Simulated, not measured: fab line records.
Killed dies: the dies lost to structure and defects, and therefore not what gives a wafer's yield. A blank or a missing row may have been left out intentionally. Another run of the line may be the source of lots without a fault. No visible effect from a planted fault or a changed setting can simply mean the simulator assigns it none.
8D (eight disciplines) problem report, filled in by code	flow rit_cmos	the parts of the form that need people (team, actions taken, sign-off) are left out

== 1. THE PROBLEM ==
Mean NSD_OVL at RIT_NSD_OVL_MEAS_06: 420.2 nm over 12 wafers in 4 lots; fault-free wafers: 0.2 nm, standard deviation 1.3. That is +99 or more standard deviations from the usual mean.
Earliest sighting: wafer L674.2 on overlay-02 at day 6 02:58. At this step, 48 wafers from 16 lots have a number in the record. By rule, "out" or "out of limits" means more than 4 standard deviations away from the usual mean. The other wafers with a number count as sound.

== 2. WHAT IT IS AND WHAT IT IS NOT ==
question	is	is not
which readings at this step	NSD_OVL	-
which lots	L674, L676, L677, L678	L660, L661, L662, L664, L665, L666, L667, L668, L669, L670, L672, L682
which wafers of those lots	all that have a number	-
read on which gauges	overlay-01, overlay-02	-
when	from day 6 02:58	up to then (33 sound wafers); but 3 sound wafers of L682 came after

== 3. WHAT RULES OUT EACH SUSPECT ==
Counting: any tool at a process step up to the reading is kept as a suspect provided that every lot that is out went through it and no sound lot did after the first of them.
- the gauge at RIT_NSD_OVL_MEAS_06: ruled out. Those wafers that are out were read across 2 gauges (overlay-01, overlay-02).
- iline_stepper-02 at RIT_NSD_EXPOSE_03 (exposes mask M9, target cd 40700 nm): kept. It ran every lot that is out, first L674 (day 6 02:28), and no sound lot after that; its last sound lot up to then is L670 (day 5 07:52).
The count leaves iline_stepper-02 at RIT_NSD_EXPOSE_03.

== 4. THE CAUSE (what the simulator had put in) ==
Scanner matching overlay: iline_stepper-02, from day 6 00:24 on, at RIT_NSD_EXPOSE_03. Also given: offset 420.
Counting left only this tool.

== 5. SEQUENCE OF EFFECTS, ordered by route ==
Each row: a reading whose mean over the struck wafers that have a number lies more than 3 standard deviations from the usual. Only readings for which the record gives a usual standard deviation are gone through. hours: the time from each lot's start at the first step in this table that gives one to its start at this step, as a median over the lots. sigmas: the change in usual standard deviations.
hours	step	reading	usual	on struck wafers	change	sigmas
0	RIT_NSD_OVL_MEAS_06	NSD_OVL	0.2 nm	420.2	+420.0	+99 or more

== 6. WHAT WOULD HAVE CAUGHT IT SOONER ==
Counted from the fault's start at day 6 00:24, it took 3 hours until the first out-of-limits reading at a measuring or inspecting step in this record, taken at day 6 02:58.
Of the tool readings at RIT_NSD_EXPOSE_03 for which the record gives a usual standard deviation, none was out on any struck wafer, so an alarm limit of 4 standard deviations on them would not have fired.
Of the lots that are out (4), L676, L677, L678 began RIT_NSD_EXPOSE_03 on iline_stepper-02 after day 6 02:58. A hold on the tool at that time would have spared those 3.
